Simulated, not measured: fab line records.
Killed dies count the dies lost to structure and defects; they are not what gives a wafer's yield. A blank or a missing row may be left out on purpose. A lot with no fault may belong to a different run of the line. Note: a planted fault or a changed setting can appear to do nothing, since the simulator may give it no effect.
What tool caused it?    flow berkeleyCmos170    30 wafers from 10 lots sampled at 2 of the route's 331 steps

== WHAT THE GAUGES SHOWED, per wafer ==
UCB170_NWELL_OVL_MEAS_12.
lot   measured     on          NWELL_OVL (nm)
L322  day 2 05:18  overlay-01  8 -3 0
L323  day 2 12:18  overlay-02  -6 -1 0
L324  day 2 19:25  overlay-02  5 8 -1
L326  day 3 00:17  overlay-02  -1 -4 5
L325  day 3 00:32  overlay-01  6 -5 -2
L327  day 3 08:41  overlay-01  4 -2 3
L339  day 5 19:02  overlay-02  4 6 6
L341  day 6 06:24  overlay-01  6 4 13
L343  day 6 22:02  overlay-02  3 -2 -2
L344  day 7 00:32  overlay-02  3 5 7

== EACH LOT AND THE TOOL THAT RAN IT (in order: tool; ch and the chambers of the sampled wafers; start) ==
lot   UCB170_ZERO_ETCH_06
L322  rieDiel-04 ch 0,2,3, day 1 17:39
L323  rieDiel-01 ch 0,2,3, day 2 00:30
L324  rieDiel-02 ch 1,2, day 2 04:28
L326  rieDiel-01 ch 0,2, day 2 11:46
L325  rieDiel-02 ch 0,1,2, day 2 12:03
L327  rieDiel-02 ch 0,3, day 2 21:50
L339  rieDiel-04 ch 0,1,2, day 5 08:53
L341  rieDiel-04 ch 0,1,3, day 5 15:40
L343  rieDiel-01 ch 0,1,3, day 6 03:53
L344  rieDiel-02 ch 0,2, day 6 12:58
- UCB170_ZERO_ETCH_06: etches SiO2 in CHF3/CF4/Ar, time 12 s.

== THE ANSWER, worked out from the rows above alone ==
Rule: the lots themselves supply what counts as usual. Put in order of their means at a reading, lots are off if they are a third of the lots or fewer, leave a main group of 4 or more, and stand apart from it by a gap of 3 or more times the standard deviation of the main group's means; of several such gaps the widest counts. The tables above print the reading to a certain number of digits; a main group whose means all agree to those digits is not used. A lot without any number at a reading at which 4 lots or more have one is off too. Where the step has rows for the other lots, those lots are counted as sound.
No lot is off on any of the readings shown, so nothing can be concluded from this.

== WHAT THE SIMULATOR HAD PUT IN ==
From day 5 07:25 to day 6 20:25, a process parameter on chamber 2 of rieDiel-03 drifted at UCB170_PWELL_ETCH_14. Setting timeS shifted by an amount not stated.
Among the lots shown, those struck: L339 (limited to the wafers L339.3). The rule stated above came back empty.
